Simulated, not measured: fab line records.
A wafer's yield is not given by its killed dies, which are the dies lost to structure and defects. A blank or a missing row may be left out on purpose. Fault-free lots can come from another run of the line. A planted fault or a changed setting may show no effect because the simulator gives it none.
fab line records || flow berkeley-cmos170 || part 2 of 2: steps 26 to 34 of 34
[record] {"lots": 5, "wafers": 15, "last-day": 12}
route steps=331 shown PVT@122 GATE@125 FIELD@126 PLDD@145
lots with no fault: from the same line, run without faults
start-h: hours from the record's opening day to when the first of the lot's shown wafers began || wait-h: how many hours have passed since the lot's step before this one || " the same as in the row above || L1.1+2: a row that stands for several wafers || - either no value or no given start || * or withheld: withheld || < > ~ a bound
route shown NAME@n: names a module that has steps shown in the file, with the first one's number in the route || usual: mean and standard deviation over wafers with no fault || same: alike in all rows || chamber/n: place in a boat || sites: per-site readings || _std_site: their standard deviation || _edge_site: mean of outer sites minus mean of inner sites || radius-mm: how far each site lies from the wafer's centre || mask NAME#n: copy n || behind: the tool/chamber that last shaped the wafer || hold: cause of the lot's hold/its duration in hours/its outcome || device: names the non-switching transistor (n, p or np) || end of line: at the end of the route, the tests of the same wafers || where a step has no rows: the recipe by itself || killed: the dies lost at the first sort to structure and to defects; this is not the yield of the wafer || map: a wafer's dies, marking killed ones x, the rest . and places with no die _
set.NAME: the setting as run; set.NAME@STEP: as run at that earlier step || model.NAME: the simulator's own value behind a step, which no gauge read
lots seen at some steps along the route; tables by step, rows by wafer
services: the hour from which a tool's chamber was out of use, counted from the record's first day as start-h (under 0 if before that day), plus the number of hours and why
[[steps]]
[step UCB170_PLDD_SOFTBAKE_02]
[recipe] {"resist": "KrF", "temp-c": 130, "time-s": 60}
[usual] {"resist-line-temp-C": "23.01/0.094"}
{"lot.wafer": "L074.1", "tool": "litho-track-01", "chamber": 0, "start-h": 156.25, "wait-h": 0.1, "resist-line-temp-C": 23.15}
{"lot.wafer": "L074.3", "tool": "litho-track-01", "chamber": 0, "start-h": 156.25, "wait-h": 0.1, "resist-line-temp-C": 22.99}
{"lot.wafer": "L074.4", "tool": "litho-track-01", "chamber": 0, "start-h": 156.25, "wait-h": 0.1, "resist-line-temp-C": 23.01}
{"lot.wafer": "L083.1", "tool": "litho-track-02", "chamber": 0, "start-h": 188.64, "wait-h": 0.1, "resist-line-temp-C": 23.08}
{"lot.wafer": "L083.2", "tool": "litho-track-02", "chamber": 0, "start-h": 188.64, "wait-h": 0.1, "resist-line-temp-C": 23.05}
{"lot.wafer": "L083.3", "tool": "litho-track-02", "chamber": 0, "start-h": 188.64, "wait-h": 0.1, "resist-line-temp-C": 23.09}
{"lot.wafer": "L089.2", "tool": "litho-track-04", "chamber": 0, "start-h": 225.68, "wait-h": 0.1, "resist-line-temp-C": 23.13}
{"lot.wafer": "L089.5", "tool": "litho-track-04", "chamber": 0, "start-h": 225.68, "wait-h": 0.1, "resist-line-temp-C": 23.12}
{"lot.wafer": "L089.6", "tool": "litho-track-04", "chamber": 0, "start-h": 225.68, "wait-h": 0.1, "resist-line-temp-C": 22.97}
{"lot.wafer": "L093.2", "tool": "litho-track-04", "chamber": 0, "start-h": 251.14, "wait-h": 0.1, "resist-line-temp-C": 23.20}
{"lot.wafer": "L093.3", "tool": "litho-track-04", "chamber": 0, "start-h": 251.14, "wait-h": 0.1, "resist-line-temp-C": 23.19}
{"lot.wafer": "L093.5", "tool": "litho-track-04", "chamber": 0, "start-h": 251.14, "wait-h": 0.1, "resist-line-temp-C": 23.01}
{"lot.wafer": "L096.1", "tool": "litho-track-04", "chamber": 0, "start-h": 259.73, "wait-h": 0.1, "resist-line-temp-C": 22.96}
{"lot.wafer": "L096.2", "tool": "litho-track-04", "chamber": 0, "start-h": 259.73, "wait-h": 0.1, "resist-line-temp-C": 23.02}
{"lot.wafer": "L096.3", "tool": "litho-track-04", "chamber": 0, "start-h": 259.73, "wait-h": 0.1, "resist-line-temp-C": 22.76}
[step UCB170_PLDD_EXPOSE_03]
[recipe] {"mask-id": "PSELECT", "na": 0.5, "sigma-outer": 0.6, "source-shape": "conventional", "target-cd-nm": 1200, "dose-mj": 30}
{"lot.wafer": "L074.1+3+4", "tool": "krf-scanner-01", "chamber": 0, "start-h": 156.40, "wait-h": 0.1, "mask": "PSELECT#0"}
{"lot.wafer": "L083.1+2+3", "tool": "krf-scanner-02", "chamber": 0, "start-h": 189.04, "wait-h": 0.4, "mask": "PSELECT#0"}
{"lot.wafer": "L089.2+5+6", "tool": "krf-scanner-02", "chamber": 0, "start-h": 225.95, "wait-h": 0.2, "mask": "PSELECT#0"}
{"lot.wafer": "L093.2+3+5", "tool": "krf-scanner-01", "chamber": 0, "start-h": 251.41, "wait-h": 0.2, "mask": "PSELECT#0"}
{"lot.wafer": "L096.1+2+3", "tool": "krf-scanner-01", "chamber": 0, "start-h": 259.88, "wait-h": 0.1, "mask": "PSELECT#0"}
[step UCB170_PLDD_PEB_04]
[recipe] {"peb-temp-c": 130, "peb-time-s": "withheld", "resist": "KrF"}
[usual] {"resist-line-temp-C": "23.01/0.12"}
{"lot.wafer": "L074.1", "tool": "litho-track-01", "chamber": 0, "start-h": 157.30, "wait-h": 0.9, "resist-line-temp-C": 23.01}
{"lot.wafer": "L074.3", "tool": "litho-track-01", "chamber": 0, "start-h": 157.30, "wait-h": 0.9, "resist-line-temp-C": 23.26}
{"lot.wafer": "L074.4", "tool": "litho-track-01", "chamber": 0, "start-h": 157.30, "wait-h": 0.9, "resist-line-temp-C": 22.96}
{"lot.wafer": "L083.1", "tool": "litho-track-01", "chamber": 0, "start-h": 189.89, "wait-h": 0.8, "resist-line-temp-C": 23.13}
{"lot.wafer": "L083.2", "tool": "litho-track-01", "chamber": 0, "start-h": 189.89, "wait-h": 0.8, "resist-line-temp-C": 22.95}
{"lot.wafer": "L083.3", "tool": "litho-track-01", "chamber": 0, "start-h": 189.89, "wait-h": 0.8, "resist-line-temp-C": 22.95}
{"lot.wafer": "L089.2", "tool": "litho-track-02", "chamber": 0, "start-h": 226.31, "wait-h": 0.3, "resist-line-temp-C": 23.07}
{"lot.wafer": "L089.5", "tool": "litho-track-02", "chamber": 0, "start-h": 226.31, "wait-h": 0.3, "resist-line-temp-C": 23.01}
{"lot.wafer": "L089.6", "tool": "litho-track-02", "chamber": 0, "start-h": 226.31, "wait-h": 0.3, "resist-line-temp-C": 23.03}
{"lot.wafer": "L093.2", "tool": "litho-track-04", "chamber": 0, "start-h": 251.56, "wait-h": 0.1, "resist-line-temp-C": 22.92}
{"lot.wafer": "L093.3", "tool": "litho-track-04", "chamber": 0, "start-h": 251.56, "wait-h": 0.1, "resist-line-temp-C": 22.81}
{"lot.wafer": "L093.5", "tool": "litho-track-04", "chamber": 0, "start-h": 251.56, "wait-h": 0.1, "resist-line-temp-C": 22.91}
{"lot.wafer": "L096.1", "tool": "litho-track-02", "chamber": 0, "start-h": 260.13, "wait-h": 0.2, "resist-line-temp-C": 22.91}
{"lot.wafer": "L096.2", "tool": "litho-track-02", "chamber": 0, "start-h": 260.13, "wait-h": 0.2, "resist-line-temp-C": 23.01}
{"lot.wafer": "L096.3", "tool": "litho-track-02", "chamber": 0, "start-h": 260.13, "wait-h": 0.2, "resist-line-temp-C": 22.83}
[step UCB170_PLDD_DEVELOP_05]
[recipe] {"developer": "TMAH", "develop-time-s": 45, "resist": "KrF", "dev-temp-c": 21}
[usual] {"developer-temp-C": "20.99/0.12", "resist-line-temp-C": "23.00/0.1"}
{"lot.wafer": "L074.1", "tool": "litho-track-01", "chamber": 0, "start-h": "-", "wait-h": "-", "developer-temp-C": 21.01, "resist-line-temp-C": 22.94}
{"lot.wafer": "L074.3", "tool": "litho-track-01", "chamber": 0, "start-h": "-", "wait-h": "-", "developer-temp-C": 20.91, "resist-line-temp-C": 22.98}
{"lot.wafer": "L074.4", "tool": "litho-track-01", "chamber": 0, "start-h": "-", "wait-h": "-", "developer-temp-C": 20.82, "resist-line-temp-C": 23.12}
{"lot.wafer": "L083.1", "tool": "litho-track-01", "chamber": 0, "start-h": "-", "wait-h": "-", "developer-temp-C": 20.99, "resist-line-temp-C": 23.19}
{"lot.wafer": "L083.2", "tool": "litho-track-01", "chamber": 0, "start-h": "-", "wait-h": "-", "developer-temp-C": 21.21, "resist-line-temp-C": 23.10}
{"lot.wafer": "L083.3", "tool": "litho-track-01", "chamber": 0, "start-h": "-", "wait-h": "-", "developer-temp-C": 21.05, "resist-line-temp-C": 23.19}
{"lot.wafer": "L089.2", "tool": "litho-track-02", "chamber": 0, "start-h": "-", "wait-h": "-", "developer-temp-C": 20.94, "resist-line-temp-C": 22.94}
{"lot.wafer": "L089.5", "tool": "litho-track-02", "chamber": 0, "start-h": "-", "wait-h": "-", "developer-temp-C": 21.02, "resist-line-temp-C": 22.98}
{"lot.wafer": "L089.6", "tool": "litho-track-02", "chamber": 0, "start-h": "-", "wait-h": "-", "developer-temp-C": 21.06, "resist-line-temp-C": 22.86}
{"lot.wafer": "L093.2", "tool": "litho-track-04", "chamber": 0, "start-h": "-", "wait-h": "-", "developer-temp-C": 21.11, "resist-line-temp-C": 22.99}
{"lot.wafer": "L093.3", "tool": "litho-track-04", "chamber": 0, "start-h": "-", "wait-h": "-", "developer-temp-C": 21.05, "resist-line-temp-C": 23.11}
{"lot.wafer": "L093.5", "tool": "litho-track-04", "chamber": 0, "start-h": "-", "wait-h": "-", "developer-temp-C": 21.11, "resist-line-temp-C": 22.91}
{"lot.wafer": "L096.1", "tool": "litho-track-02", "chamber": 0, "start-h": "-", "wait-h": "-", "developer-temp-C": 20.99, "resist-line-temp-C": 22.90}
{"lot.wafer": "L096.2", "tool": "litho-track-02", "chamber": 0, "start-h": "-", "wait-h": "-", "developer-temp-C": 21.27, "resist-line-temp-C": 23.02}
{"lot.wafer": "L096.3", "tool": "litho-track-02", "chamber": 0, "start-h": "-", "wait-h": "-", "developer-temp-C": 21.16, "resist-line-temp-C": 22.99}
[step UCB170_PLDD_CD_MEAS_06]
[recipe] {"target-cd-nm": 1200}
[usual] {"cd-nm": "1199.7/1.5"}
{"lot.wafer": "L074.1", "tool": "cd-sem-02", "chamber": "-", "start-h": 157.57, "wait-h": "-", "cd-nm": 1200.4}
{"lot.wafer": "L074.3", "tool": "cd-sem-02", "chamber": "-", "start-h": 157.57, "wait-h": "-", "cd-nm": 1199.9}
{"lot.wafer": "L074.4", "tool": "cd-sem-02", "chamber": "-", "start-h": 157.57, "wait-h": "-", "cd-nm": 1200.3}
{"lot.wafer": "L083.1", "tool": "cd-sem-02", "chamber": "-", "start-h": 191.14, "wait-h": "-", "cd-nm": 1200.6}
{"lot.wafer": "L083.2", "tool": "cd-sem-02", "chamber": "-", "start-h": 191.14, "wait-h": "-", "cd-nm": 1198.8}
{"lot.wafer": "L083.3", "tool": "cd-sem-02", "chamber": "-", "start-h": 191.14, "wait-h": "-", "cd-nm": 1201.4}
{"lot.wafer": "L089.2", "tool": "cd-sem-01", "chamber": "-", "start-h": 226.59, "wait-h": "-", "cd-nm": 1200.3}
{"lot.wafer": "L089.5", "tool": "cd-sem-01", "chamber": "-", "start-h": 226.59, "wait-h": "-", "cd-nm": 1200.7}
{"lot.wafer": "L089.6", "tool": "cd-sem-01", "chamber": "-", "start-h": 226.59, "wait-h": "-", "cd-nm": 1198.9}
{"lot.wafer": "L093.2", "tool": "cd-sem-01", "chamber": "-", "start-h": 251.83, "wait-h": "-", "cd-nm": 1200.2}
{"lot.wafer": "L093.3", "tool": "cd-sem-01", "chamber": "-", "start-h": 251.83, "wait-h": "-", "cd-nm": 1200.0}
{"lot.wafer": "L093.5", "tool": "cd-sem-01", "chamber": "-", "start-h": 251.83, "wait-h": "-", "cd-nm": 1200.9}
{"lot.wafer": "L096.1", "tool": "cd-sem-01", "chamber": "-", "start-h": 260.40, "wait-h": "-", "cd-nm": 1201.9}
{"lot.wafer": "L096.2", "tool": "cd-sem-01", "chamber": "-", "start-h": 260.40, "wait-h": "-", "cd-nm": 1203.7}
{"lot.wafer": "L096.3", "tool": "cd-sem-01", "chamber": "-", "start-h": 260.40, "wait-h": "-", "cd-nm": 1202.4}
[step UCB170_PLDD_OVL_MEAS_07]
[usual] {"PLDD_OVL": "1/5.5"}
{"lot.wafer": "L074.1", "tool": "overlay-02", "chamber": "-", "start-h": 157.69, "wait-h": 0.1, "PLDD_OVL[nm]": 8}
{"lot.wafer": "L074.3", "tool": "overlay-02", "chamber": "-", "start-h": 157.69, "wait-h": 0.1, "PLDD_OVL[nm]": 6}
{"lot.wafer": "L074.4", "tool": "overlay-02", "chamber": "-", "start-h": 157.69, "wait-h": 0.1, "PLDD_OVL[nm]": 7}
{"lot.wafer": "L083.1", "tool": "overlay-01", "chamber": "-", "start-h": 191.26, "wait-h": 0.1, "PLDD_OVL[nm]": 13}
{"lot.wafer": "L083.2", "tool": "overlay-01", "chamber": "-", "start-h": 191.26, "wait-h": 0.1, "PLDD_OVL[nm]": 14}
{"lot.wafer": "L083.3", "tool": "overlay-01", "chamber": "-", "start-h": 191.26, "wait-h": 0.1, "PLDD_OVL[nm]": 15}
{"lot.wafer": "L089.2", "tool": "overlay-02", "chamber": "-", "start-h": 226.70, "wait-h": 0.1, "PLDD_OVL[nm]": 4}
{"lot.wafer": "L089.5", "tool": "overlay-02", "chamber": "-", "start-h": 226.70, "wait-h": 0.1, "PLDD_OVL[nm]": -3}
{"lot.wafer": "L089.6", "tool": "overlay-02", "chamber": "-", "start-h": 226.70, "wait-h": 0.1, "PLDD_OVL[nm]": 3}
{"lot.wafer": "L093.2", "tool": "overlay-02", "chamber": "-", "start-h": 251.94, "wait-h": 0.1, "PLDD_OVL[nm]": 3}
{"lot.wafer": "L093.3", "tool": "overlay-02", "chamber": "-", "start-h": 251.94, "wait-h": 0.1, "PLDD_OVL[nm]": -1}
{"lot.wafer": "L093.5", "tool": "overlay-02", "chamber": "-", "start-h": 251.94, "wait-h": 0.1, "PLDD_OVL[nm]": 1}
{"lot.wafer": "L096.1", "tool": "overlay-01", "chamber": "-", "start-h": 260.52, "wait-h": 0.1, "PLDD_OVL[nm]": -8}
{"lot.wafer": "L096.2", "tool": "overlay-01", "chamber": "-", "start-h": 260.52, "wait-h": 0.1, "PLDD_OVL[nm]": -7}
{"lot.wafer": "L096.3", "tool": "overlay-01", "chamber": "-", "start-h": 260.52, "wait-h": 0.1, "PLDD_OVL[nm]": -5}
[step UCB170_PLDD_IMPLANT_08]
[recipe] {"species": "BF2", "dose-cm2": 5e+13, "energy-kev": 10, "tilt-deg": 7, "rotation-deg": 0}
[usual] {"beam-on-s": "10.00/0.19", "tilt-deg": "7.003/0.019"}
{"lot.wafer": "L074.1", "tool": "implanter-03", "chamber": 0, "start-h": 157.73, "wait-h": 0.0, "beam-on-s": 9.91, "tilt-deg": 7.000}
{"lot.wafer": "L074.3", "tool": "implanter-03", "chamber": 0, "start-h": 157.73, "wait-h": 0.0, "beam-on-s": 10.11, "tilt-deg": 7.005}
{"lot.wafer": "L074.4", "tool": "implanter-03", "chamber": 0, "start-h": 157.73, "wait-h": 0.0, "beam-on-s": 9.97, "tilt-deg": 7.022}
{"lot.wafer": "L083.1", "tool": "implanter-04", "chamber": 0, "start-h": 191.30, "wait-h": 0.0, "beam-on-s": 9.80, "tilt-deg": 6.991}
{"lot.wafer": "L083.2", "tool": "implanter-04", "chamber": 0, "start-h": 191.30, "wait-h": 0.0, "beam-on-s": 10.00, "tilt-deg": 7.000}
{"lot.wafer": "L083.3", "tool": "implanter-04", "chamber": 0, "start-h": 191.30, "wait-h": 0.0, "beam-on-s": 9.75, "tilt-deg": 7.012}
{"lot.wafer": "L089.2", "tool": "implanter-04", "chamber": 0, "start-h": 226.75, "wait-h": 0.0, "beam-on-s": 10.04, "tilt-deg": 6.971}
{"lot.wafer": "L089.5", "tool": "implanter-04", "chamber": 0, "start-h": 226.75, "wait-h": 0.0, "beam-on-s": 9.65, "tilt-deg": 6.982}
{"lot.wafer": "L089.6", "tool": "implanter-04", "chamber": 0, "start-h": 226.75, "wait-h": 0.0, "beam-on-s": 9.69, "tilt-deg": 6.974}
{"lot.wafer": "L093.2", "tool": "implanter-03", "chamber": 0, "start-h": 251.99, "wait-h": 0.0, "beam-on-s": 9.89, "tilt-deg": 6.988}
{"lot.wafer": "L093.3", "tool": "implanter-03", "chamber": 0, "start-h": 251.99, "wait-h": 0.0, "beam-on-s": 10.27, "tilt-deg": 7.027}
{"lot.wafer": "L093.5", "tool": "implanter-03", "chamber": 0, "start-h": 251.99, "wait-h": 0.0, "beam-on-s": 10.07, "tilt-deg": 7.007}
{"lot.wafer": "L096.1", "tool": "implanter-04", "chamber": 0, "start-h": 260.56, "wait-h": 0.0, "beam-on-s": 9.76, "tilt-deg": 7.018}
{"lot.wafer": "L096.2", "tool": "implanter-04", "chamber": 0, "start-h": 260.56, "wait-h": 0.0, "beam-on-s": 9.97, "tilt-deg": 7.025}
{"lot.wafer": "L096.3", "tool": "implanter-04", "chamber": 0, "start-h": 260.56, "wait-h": 0.0, "beam-on-s": 10.03, "tilt-deg": 7.018}
[step UCB170_PLDD_IMPLANT_09]
[recipe] {"species": "BF2", "dose-cm2": 5e+13, "energy-kev": 10, "tilt-deg": 7, "rotation-deg": 180}
[usual] {"beam-on-s": "9.99/0.2", "tilt-deg": "6.999/0.021"}
{"lot.wafer": "L074.1", "tool": "implanter-03", "chamber": 0, "start-h": 157.88, "wait-h": 0.1, "beam-on-s": 9.73, "tilt-deg": 6.968}
{"lot.wafer": "L074.3", "tool": "implanter-03", "chamber": 0, "start-h": 157.88, "wait-h": 0.1, "beam-on-s": 10.00, "tilt-deg": 6.973}
{"lot.wafer": "L074.4", "tool": "implanter-03", "chamber": 0, "start-h": 157.88, "wait-h": 0.1, "beam-on-s": 9.95, "tilt-deg": 6.975}
{"lot.wafer": "L083.1", "tool": "implanter-04", "chamber": 0, "start-h": 191.45, "wait-h": 0.1, "beam-on-s": 9.84, "tilt-deg": 6.993}
{"lot.wafer": "L083.2", "tool": "implanter-04", "chamber": 0, "start-h": 191.45, "wait-h": 0.1, "beam-on-s": 9.75, "tilt-deg": 6.985}
{"lot.wafer": "L083.3", "tool": "implanter-04", "chamber": 0, "start-h": 191.45, "wait-h": 0.1, "beam-on-s": 9.87, "tilt-deg": 6.994}
{"lot.wafer": "L089.2", "tool": "implanter-04", "chamber": 0, "start-h": 226.90, "wait-h": 0.1, "beam-on-s": 10.27, "tilt-deg": 7.032}
{"lot.wafer": "L089.5", "tool": "implanter-04", "chamber": 0, "start-h": 226.90, "wait-h": 0.1, "beam-on-s": 10.07, "tilt-deg": 6.999}
{"lot.wafer": "L089.6", "tool": "implanter-04", "chamber": 0, "start-h": 226.90, "wait-h": 0.1, "beam-on-s": 10.32, "tilt-deg": 7.010}
{"lot.wafer": "L093.2", "tool": "implanter-03", "chamber": 0, "start-h": 252.14, "wait-h": 0.1, "beam-on-s": 9.47, "tilt-deg": 6.988}
{"lot.wafer": "L093.3", "tool": "implanter-03", "chamber": 0, "start-h": 252.14, "wait-h": 0.1, "beam-on-s": 9.92, "tilt-deg": 6.978}
{"lot.wafer": "L093.5", "tool": "implanter-03", "chamber": 0, "start-h": 252.14, "wait-h": 0.1, "beam-on-s": 10.12, "tilt-deg": 6.996}
{"lot.wafer": "L096.1", "tool": "implanter-04", "chamber": 0, "start-h": 260.71, "wait-h": 0.1, "beam-on-s": 9.63, "tilt-deg": 6.993}
{"lot.wafer": "L096.2", "tool": "implanter-04", "chamber": 0, "start-h": 260.71, "wait-h": 0.1, "beam-on-s": 9.60, "tilt-deg": 6.997}
{"lot.wafer": "L096.3", "tool": "implanter-04", "chamber": 0, "start-h": 260.71, "wait-h": 0.1, "beam-on-s": 10.07, "tilt-deg": 6.980}
[step UCB170_PLDD_STRIP_10]
[recipe] {"chemistry": "O2", "power-w": 400, "pressure-mtorr": 3500, "platen-temp-c": "withheld", "o2-flow-sccm": 400, "overash-fraction": 0.5}
[usual] {"drypump-motor-current-A": "6.11/0.23", "o2-flow-sccm": "400.3/1.2", "oes-product-au": "0.734/0.0045", "strip-time-to-endpoint-s": "21.61/0.057"}
{"lot.wafer": "L074.1", "tool": "plasma-asher-01", "chamber": 0, "start-h": 158.03, "wait-h": 0.1, "drypump-motor-current-A": 6.16, "o2-flow-sccm": 401.1, "oes-product-au": 0.732, "rf-hours-counter-h": 42, "strip-time-to-endpoint-s": 21.58}
{"lot.wafer": "L074.3", "tool": "plasma-asher-01", "chamber": 0, "start-h": 158.03, "wait-h": 0.1, "drypump-motor-current-A": 6.16, "o2-flow-sccm": 402.1, "oes-product-au": 0.732, "rf-hours-counter-h": "-", "strip-time-to-endpoint-s": 21.56}
{"lot.wafer": "L074.4", "tool": "plasma-asher-01", "chamber": 1, "start-h": 158.03, "wait-h": 0.1, "drypump-motor-current-A": 6.10, "o2-flow-sccm": 401.6, "oes-product-au": 0.733, "rf-hours-counter-h": "-", "strip-time-to-endpoint-s": 21.63}
{"lot.wafer": "L083.1", "tool": "plasma-asher-04", "chamber": 0, "start-h": 191.60, "wait-h": 0.1, "drypump-motor-current-A": 6.45, "o2-flow-sccm": 399.1, "oes-product-au": 0.729, "rf-hours-counter-h": 9, "strip-time-to-endpoint-s": 21.73}
{"lot.wafer": "L083.2", "tool": "plasma-asher-04", "chamber": 1, "start-h": 191.60, "wait-h": 0.1, "drypump-motor-current-A": 6.06, "o2-flow-sccm": 398.2, "oes-product-au": 0.732, "rf-hours-counter-h": 9, "strip-time-to-endpoint-s": 21.67}
{"lot.wafer": "L083.3", "tool": "plasma-asher-04", "chamber": 0, "start-h": 191.60, "wait-h": 0.1, "drypump-motor-current-A": 6.45, "o2-flow-sccm": 400.0, "oes-product-au": 0.725, "rf-hours-counter-h": "-", "strip-time-to-endpoint-s": 21.62}
{"lot.wafer": "L089.2", "tool": "plasma-asher-04", "chamber": 0, "start-h": 227.03, "wait-h": 0.1, "drypump-motor-current-A": 6.45, "o2-flow-sccm": 401.5, "oes-product-au": 0.735, "rf-hours-counter-h": 15, "strip-time-to-endpoint-s": 21.58}
{"lot.wafer": "L089.5", "tool": "plasma-asher-04", "chamber": 1, "start-h": 227.03, "wait-h": 0.1, "drypump-motor-current-A": 6.11, "o2-flow-sccm": 401.6, "oes-product-au": 0.731, "rf-hours-counter-h": "-", "strip-time-to-endpoint-s": 21.57}
{"lot.wafer": "L089.6", "tool": "plasma-asher-04", "chamber": 0, "start-h": 227.03, "wait-h": 0.1, "drypump-motor-current-A": 6.45, "o2-flow-sccm": 400.9, "oes-product-au": 0.737, "rf-hours-counter-h": "-", "strip-time-to-endpoint-s": 21.56}
{"lot.wafer": "L093.2", "tool": "plasma-asher-02", "chamber": 1, "start-h": 252.27, "wait-h": 0.1, "drypump-motor-current-A": 6.17, "o2-flow-sccm": 400.7, "oes-product-au": 0.738, "rf-hours-counter-h": 52, "strip-time-to-endpoint-s": 21.69}
{"lot.wafer": "L093.3", "tool": "plasma-asher-02", "chamber": 0, "start-h": 252.27, "wait-h": 0.1, "drypump-motor-current-A": 5.65, "o2-flow-sccm": 399.0, "oes-product-au": 0.739, "rf-hours-counter-h": "-", "strip-time-to-endpoint-s": 21.60}
{"lot.wafer": "L093.5", "tool": "plasma-asher-02", "chamber": 1, "start-h": 252.27, "wait-h": 0.1, "drypump-motor-current-A": 6.17, "o2-flow-sccm": 400.7, "oes-product-au": 0.736, "rf-hours-counter-h": "-", "strip-time-to-endpoint-s": 21.62}
{"lot.wafer": "L096.1", "tool": "plasma-asher-04", "chamber": 0, "start-h": 260.86, "wait-h": 0.1, "drypump-motor-current-A": 6.46, "o2-flow-sccm": 400.3, "oes-product-au": 0.740, "rf-hours-counter-h": 19, "strip-time-to-endpoint-s": 21.62}
{"lot.wafer": "L096.2", "tool": "plasma-asher-04", "chamber": 1, "start-h": 260.86, "wait-h": 0.1, "drypump-motor-current-A": 6.09, "o2-flow-sccm": 400.2, "oes-product-au": 0.731, "rf-hours-counter-h": 19, "strip-time-to-endpoint-s": 21.63}
{"lot.wafer": "L096.3", "tool": "plasma-asher-04", "chamber": 0, "start-h": 260.86, "wait-h": 0.1, "drypump-motor-current-A": 6.45, "o2-flow-sccm": 401.7, "oes-product-au": 0.739, "rf-hours-counter-h": "-", "strip-time-to-endpoint-s": 21.53}
[[services]]
{"tool": "krf-scanner-01", "chamber": "-", "start-h": 123.65, "hours": 3.6, "kind": "pm"}
{"tool": "krf-scanner-01", "chamber": "-", "start-h": 129.51, "hours": 1.3, "kind": "repair"}
{"tool": "krf-scanner-01", "chamber": "-", "start-h": 134.79, "hours": 1.0, "kind": "pm"}
{"tool": "krf-scanner-02", "chamber": "-", "start-h": 140.17, "hours": 0.8, "kind": "pm"}
{"tool": "rie-si-02", "chamber": 2, "start-h": 149.71, "hours": 8.2, "kind": "repair"}
{"tool": "implanter-04", "chamber": "-", "start-h": 155.98, "hours": 3.7, "kind": "repair"}
{"tool": "krf-scanner-02", "chamber": "-", "start-h": 163.40, "hours": 1.1, "kind": "repair"}
{"tool": "plasma-asher-04", "chamber": "-", "start-h": 170.05, "hours": 0.8, "kind": "repair"}
{"tool": "implanter-03", "chamber": "-", "start-h": 185.17, "hours": 1.0, "kind": "repair"}
{"tool": "implanter-04", "chamber": "-", "start-h": 193.28, "hours": 3.4, "kind": "repair"}
{"tool": "implanter-04", "chamber": "-", "start-h": 196.72, "hours": 2.6, "kind": "pm"}
{"tool": "krf-scanner-02", "chamber": "-", "start-h": 199.06, "hours": 0.4, "kind": "repair"}
{"tool": "krf-scanner-01", "chamber": "-", "start-h": 201.11, "hours": 1.3, "kind": "pm"}
{"tool": "rie-si-02", "chamber": 3, "start-h": 212.95, "hours": 9.1, "kind": "repair"}
{"tool": "krf-scanner-02", "chamber": "-", "start-h": 218.83, "hours": 1.3, "kind": "pm"}
{"tool": "rie-diel-01", "chamber": 2, "start-h": 222.48, "hours": 21.9, "kind": "repair"}
{"tool": "krf-scanner-02", "chamber": "-", "start-h": 222.66, "hours": 1.0, "kind": "pm"}
{"tool": "krf-scanner-01", "chamber": "-", "start-h": 226.36, "hours": 0.6, "kind": "repair"}
{"tool": "implanter-03", "chamber": "-", "start-h": 226.60, "hours": 5.3, "kind": "repair"}
{"tool": "krf-scanner-02", "chamber": "-", "start-h": 229.35, "hours": 4.7, "kind": "repair"}
{"tool": "krf-scanner-01", "chamber": "-", "start-h": 230.61, "hours": 0.3, "kind": "repair"}
{"tool": "krf-scanner-01", "chamber": "-", "start-h": 246.54, "hours": 4.0, "kind": "pm"}
{"tool": "furnace-02", "chamber": "-", "start-h": 249.57, "hours": 3.2, "kind": "pm"}
{"tool": "furnace-02", "chamber": "-", "start-h": 258.87, "hours": 3.3, "kind": "pm"}
